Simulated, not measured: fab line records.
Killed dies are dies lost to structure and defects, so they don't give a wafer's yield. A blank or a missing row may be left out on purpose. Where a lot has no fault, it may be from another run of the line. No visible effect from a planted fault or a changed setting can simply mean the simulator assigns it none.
Split-lot trial    flow berkeley cmos170    route with 331 steps; 5 lots, 27 wafers read

ON THE SPLIT
At UCB170_V1_CVD_00 (deposits SiO2 from TEOS/O2, target thk 2000 nm, time 250 s), the setting time s was moved away from the recipe's 250 s on 6 of the 27 wafers read, by -25.9% to +44.4%. The other wafers ran this setting at the recipe's value.

Split to reading: the file shows no intervening step.

THE READING
Values of V1_TEOS_THK in nm from UCB170_V1_THK_MEAS_01. Typical for fault-free wafers on this fab line: 1995 nm, with standard deviation 28 nm.

wafer   tool, chamber at the split  time s as run, s  against the recipe  V1_TEOS_THK, nm  against lot-mates on the recipe
L074.4  pecvd-01, 1                 250               recipe              1987             -
L074.5  pecvd-01, 0                 250               recipe              2018             -
L074.6  pecvd-01, 2                 250               recipe              1975             -
L077.1  pecvd-02, 2                 250               recipe              1985             -
L077.2  pecvd-02, 0                 360.9             +44.4%              2918             +889
L077.3  pecvd-02, 1                 360.9             +44.4%              2870             +841
L077.4  pecvd-02, 1                 360.9             +44.4%              2906             +877
L077.5  pecvd-02, 0                 250               recipe              2064             -
L077.6  pecvd-02, 2                 250               recipe              2037             -
L079.1  pecvd-01, 0,2               250               recipe              1958             -
L079.2  pecvd-01, 1                 250               recipe              1948             -
L079.3  pecvd-01, 0,2               250               recipe              1960             -
L079.4  pecvd-01, 0,1               250               recipe              2006             -
L079.5  pecvd-01, 0,1               250               recipe              2007             -
L079.6  pecvd-01, 2                 250               recipe              1981             -
L082.1  pecvd-02, 0                 250               recipe              1983             -
L082.2  pecvd-02, 2                 250               recipe              1995             -
L082.3  pecvd-02, 1                 250               recipe              1984             -
L082.4  pecvd-02, 2                 250               recipe              2030             -
L082.5  pecvd-02, 1                 250               recipe              2038             -
L082.6  pecvd-02, 0                 250               recipe              2047             -
L083.1  pecvd-03, 1,2               185.2             -25.9%              1465             -519
L083.2  pecvd-03, 1,2               185.2             -25.9%              1464             -520
L083.3  pecvd-03, 0                 250               recipe              1951             -
L083.4  pecvd-03, 2                 250               recipe              1996             -
L083.5  pecvd-03, 0                 185.2             -25.9%              1458             -526
L083.6  pecvd-03, 1                 250               recipe              2005             -
If several chambers appear in one row, that row covers several wafers at once and the file leaves open which wafer was in which chamber.

THE FIT
A straight line over all 27 wafers: V1_TEOS_THK changes by +20.4 nm for each +1% of time s; r = +1.00; the points scatter about the line by 30 nm.
The same after taking each lot's own level away (the mean of its wafers on the recipe; 27 wafers): +19.7 nm for each +1%; r = +1.00; scatter 24 nm.
The reading moves by 8.8e+02 nm for the largest change in time s, on that fit.
The lots' own levels span 1976.7 to 2028.7 nm, that is 1.9 times the standard deviation above.
Consequently the slope shifts little with the lot-to-lot level, the two slopes agreeing.
Check: +868 nm against its lot-mates is what the line predicts for one of the wafers moved furthest among these (+44.4%) when that wafer is left out of the fit. Against them it came out at +889 nm.

THE WHOLE CHAIN: every reading that the file lists as answering this split, in the file's order
step                   what it does                                                reading                                                                    change (the file's fit)               r (the file's)
UCB170_V1_CVD_00       deposits SiO2 from TEOS/O2, target thk 2000 nm, time 250 s  SiO2_of_V1_CVD_00.thk nm (the simulator's own value, which no gauge read)  +19.7 nm for each +1% of the setting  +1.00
UCB170_V1_THK_MEAS_01                                                              V1_TEOS_THK                                                                +19.7 for each +1% of the setting     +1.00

FILE'S OWN FIT
V1_TEOS_THK changes by +19.7 nm for each +1% of time s, r = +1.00.
